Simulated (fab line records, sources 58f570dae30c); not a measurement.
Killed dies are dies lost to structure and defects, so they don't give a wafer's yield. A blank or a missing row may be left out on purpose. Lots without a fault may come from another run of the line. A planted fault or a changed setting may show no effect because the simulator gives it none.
Which tool did it? | flow berkeley_cmos170 | 14 lots, 42 wafers sampled, at 4 steps of a route of 331

WHAT THE GAUGES READ, wafer by wafer
UCB170_V1_OVL_MEAS_13. Usual: V1_OVL -1 nm, standard deviation 5.8.
lot  | measured     | on         | V1_OVL (nm) | flag
L837 | day 8 10:46  | overlay-02 | -7 -5 -4    |
L838 | day 8 23:55  | overlay-01 | 6 0 -4      |
L839 | day 8 22:33  | overlay-02 | -4 -5 -9    |
L840 | day 9 09:44  | overlay-02 | -3 5 0      |
L841 | day 9 10:59  | overlay-02 | -5 -6 -7    |
L842 | day 9 07:02  | overlay-02 | -1 -6 -2    |
L843 | day 10 07:56 | overlay-01 | 1 1 5       |
L851 | day 11 02:38 | overlay-02 | 5 2 9       |
L850 | day 11 09:09 | overlay-01 | -3 -1 2     |
L852 | day 11 10:19 | overlay-02 | 0 -5 -2     |
L854 | day 12 04:38 | overlay-01 | 4 0 2       |
L855 | day 12 04:20 | overlay-02 | -1 -2 3     |
L856 | day 12 10:56 | overlay-02 | -2 0 -8     |
L858 | day 13 05:13 | overlay-01 | -11 -12 -9  |

UCB170_M2_CD_MEAS_90: target cd 700 nm. Usual: cd_nm 699 nm, standard deviation 4.6.
lot  | measured     | on        | cd_nm (nm)  | flag
L837 | day 8 13:44  | cd_sem-02 | 696 706 704 |
L838 | day 9 02:53  | cd_sem-01 | 707 694 705 |
L839 | day 9 01:41  | cd_sem-02 | 703 697 701 |
L840 | day 9 12:42  | cd_sem-01 | 706 699 701 |
L841 | day 9 14:00  | cd_sem-01 | 697 696 708 |
L842 | day 9 11:28  | cd_sem-01 | 700 695 695 |
L843 | day 10 11:01 | cd_sem-02 | 703 701 699 |
L851 | day 11 05:35 | cd_sem-02 | 695 696 693 |
L850 | day 11 14:22 | cd_sem-01 | 698 697 700 |
L852 | day 11 15:25 | cd_sem-02 | 699 699 693 |
L854 | day 12 07:53 | cd_sem-02 | 698 697 697 |
L855 | day 12 07:20 | cd_sem-01 | 698 695 698 |
L856 | day 12 14:50 | cd_sem-02 | 707 701 704 |
L858 | day 13 08:37 | cd_sem-02 | 693 696 700 |

UCB170_M3_RS_MEAS_02: measures by four-point-probe. Usual: M3_AL_RS 0.0322 ohm/sq, standard deviation 0.00033.
lot  | measured     | on            | M3_AL_RS (ohm/sq)    | flag
L837 | day 8 16:40  | film_metro-04 | 0.0322 0.0316 0.0318 |
L838 | day 9 07:19  | film_metro-04 | 0.0322 0.0320 0.0324 |
L839 | day 9 04:17  | film_metro-04 | 0.0326 0.0321 0.0323 |
L840 | day 9 15:14  | film_metro-04 | 0.0327 0.0324 0.0324 |
L841 | day 9 17:13  | film_metro-04 | 0.0326 0.0327 0.0325 |
L842 | day 9 14:09  | film_metro-03 | 0.0315 0.0317 0.0318 |
L843 | day 10 14:09 | film_metro-03 | 0.0321 0.0321 0.0321 |
L851 | day 11 08:44 | film_metro-03 | 0.0327 0.0329 0.0327 |
L850 | day 11 17:39 | film_metro-04 | 0.0321 0.0316 0.0319 |
L852 | day 11 18:23 | film_metro-03 | 0.0326 0.0321 0.0327 |
L854 | day 12 10:35 | film_metro-04 | 0.0324 0.0317 0.0324 |
L855 | day 12 10:16 | film_metro-02 | 0.0326 0.0328 0.0319 |
L856 | day 12 17:25 | film_metro-02 | 0.0315 0.0320 0.0320 |
L858 | day 13 11:24 | film_metro-02 | 0.0318 0.0321 0.0320 |

WHICH TOOL RAN EACH LOT (tool, then ch and the chambers of the sampled wafers, then the start)
lot  | UCB170_ACTIVE_CVD_05
L837 | lpcvd-01 ch 1, day 4 15:04
L838 | lpcvd-01 ch 1, day 5 06:43
L839 | lpcvd-01 ch 0, day 5 06:43
L840 | lpcvd-01 ch 0, day 5 16:16
L841 | lpcvd-01 ch 1, day 5 16:16
L842 | lpcvd-01 ch 0, day 5 16:16
L843 | lpcvd-01 ch 1, day 6 15:36
L851 | lpcvd-02 ch 1, day 7 03:22
L850 | lpcvd-01 ch 1, day 7 08:46
L852 | lpcvd-01 ch 0, day 7 08:46
L854 | lpcvd-02 ch 1, day 7 23:50
L855 | lpcvd-02 ch 1, day 7 23:50
L856 | lpcvd-02 ch 0, day 8 11:31
L858 | lpcvd-02 ch 1, day 9 06:37
- UCB170_ACTIVE_CVD_05: deposits Si3N4 from SiH2Cl2/NH3, target thk 220 nm, time 3300 s.

WHAT THE TOOLS THEMSELVES READ (means of the sampled wafers that have a number; where no wafer has one, the mark that the record gives instead)
UCB170_ACTIVE_CVD_05. Usual: sih2cl2_flow_sccm 24.98 sccm, standard deviation 0.083.
lot  | tool     | sih2cl2_flow_sccm (sccm) | flag
L837 | lpcvd-01 | 25.01                    |
L838 | lpcvd-01 | 24.96                    |
L839 | lpcvd-01 | 24.91                    |
L840 | lpcvd-01 | 24.97                    |
L841 | lpcvd-01 | 24.90                    |
L842 | lpcvd-01 | 24.96                    |
L843 | lpcvd-01 | 24.91                    |
L851 | lpcvd-02 | 24.97                    |
L850 | lpcvd-01 | 24.92                    |
L852 | lpcvd-01 | 24.95                    |
L854 | lpcvd-02 | 24.98                    |
L855 | lpcvd-02 | 25.07                    |
L856 | lpcvd-02 | 24.99                    |
L858 | lpcvd-02 | 24.89                    |

THE ANSWER, worked out from the rows above alone
Rule: a lot is off if the mean of its wafers that have a number lies more than 3 standard deviations from the usual mean. A lot without any number at a reading at which 4 lots or more have one is off too. The other lots that the step has rows for count as sound. The gauges are gone through in route order, then the tools' own readings, and for those a lot's mean is taken as printed above. The first step at which some lot is off is used, and at that step the reading that is off furthest; a lot without a number counts as furthest.
No lot is off at any reading shown: from this, nothing can be told.

WHAT THE SIMULATOR HAD PUT IN
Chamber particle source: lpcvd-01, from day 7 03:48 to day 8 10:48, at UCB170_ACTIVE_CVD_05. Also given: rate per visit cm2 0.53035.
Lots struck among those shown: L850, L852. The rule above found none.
